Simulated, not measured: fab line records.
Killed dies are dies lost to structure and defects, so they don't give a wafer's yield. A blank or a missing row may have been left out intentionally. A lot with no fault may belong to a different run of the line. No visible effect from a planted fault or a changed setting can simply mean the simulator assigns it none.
Problem report, 8D (eight disciplines) form, completed by code    flow berkeley_cmos170    the parts of the form that need people (team, actions taken, sign-off) are left out

== 1. THE PROBLEM ==
V2_TEOS_THK at UCB170_V2_THK_MEAS_01 reads a mean of 972 nm on 6 wafers of 2 lots; wafers without a fault read 1996 nm with a standard deviation of 25. That is -41 standard deviations from the usual mean.
First observed at day 10 06:41: wafer L435.2, on film_metro-02. The record has a number at this step for 42 wafers belonging to 14 lots. The rule behind "out" and "out of limits": a value lying over 4 standard deviations away from the usual mean. The rest of the wafers with a number are treated as sound.

== 2. WHAT IT IS; WHAT IT IS NOT ==
question                     is                      is not
which readings at this step  V2_TEOS_THK             -
which lots                   L435, L438              L426, L427, L428, L429, L430, L431, L439, L441, L443, L445, L446, L449
which wafers of those lots   all that have a number  -
read on which gauges         film_metro-02           film_metro-01, film_metro-04
when                         from day 10 06:41       up to then (18 sound wafers); but 18 sound wafers of L439, L441, L443, L445, L446, L449 came after

== 3. THE SUSPECTS, EACH WITH WHAT RULES IT OUT ==
Counting: a tool at a process step up to the reading stays a suspect if it ran every lot that is out and no sound lot after the first of them.
- the gauge at UCB170_V2_THK_MEAS_01: kept. All the wafers that are out were read on film_metro-02, and no step on other tools shows them out.
- pecvd-02 at UCB170_V2_CVD_00 (deposits SiO2 from TEOS/O2, target thk 2000 nm, time 250 s): kept. All lots that are out passed through it, beginning with L435 at day 10 06:32, and no sound lot followed; its final sound lot before that point was L431 at day 8 15:22.
The count leaves film_metro-02 at UCB170_V2_THK_MEAS_01 and pecvd-02 at UCB170_V2_CVD_00.

== 4. THE CAUSE (what the simulator had put in) ==
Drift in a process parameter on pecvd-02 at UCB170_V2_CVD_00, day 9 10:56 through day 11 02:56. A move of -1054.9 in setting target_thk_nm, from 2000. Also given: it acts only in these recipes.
After counting, 2 suspects remain, this tool included.

== 5. SEQUENCE OF EFFECTS, ordered by route ==
Each row: a reading where the mean over the struck wafers with a number is more than 3 standard deviations away from the usual. Scope: only readings with a usual standard deviation given in the record; hours: median across lots of the time from each lot's start at the first step in this table that gives one to its start at this step; sigmas: change in usual standard deviations.
hours  step                   reading      usual    on struck wafers  change  sigmas
0      UCB170_V2_THK_MEAS_01  V2_TEOS_THK  1996 nm  972               -1024   -41
Later steps that measure or inspect, where all struck wafers having a row at the step show a number for every such reading and not one has moved that far: UCB170_V2_OVL_MEAS_13.

== 6. HOW IT WOULD HAVE BEEN CAUGHT EARLIER ==
In this record the first reading out of limits at a measuring or inspecting step was taken at day 10 06:41, 20 hours after the fault began at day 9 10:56.
Of the tool readings at UCB170_V2_CVD_00 for which the record gives a usual standard deviation, none was out on any struck wafer, so an alarm limit of 4 standard deviations on them would not have fired.
L438, from the lots that are out (2), started UCB170_V2_CVD_00 on pecvd-02 later than day 10 06:41. Holding the tool at that time would have saved it.
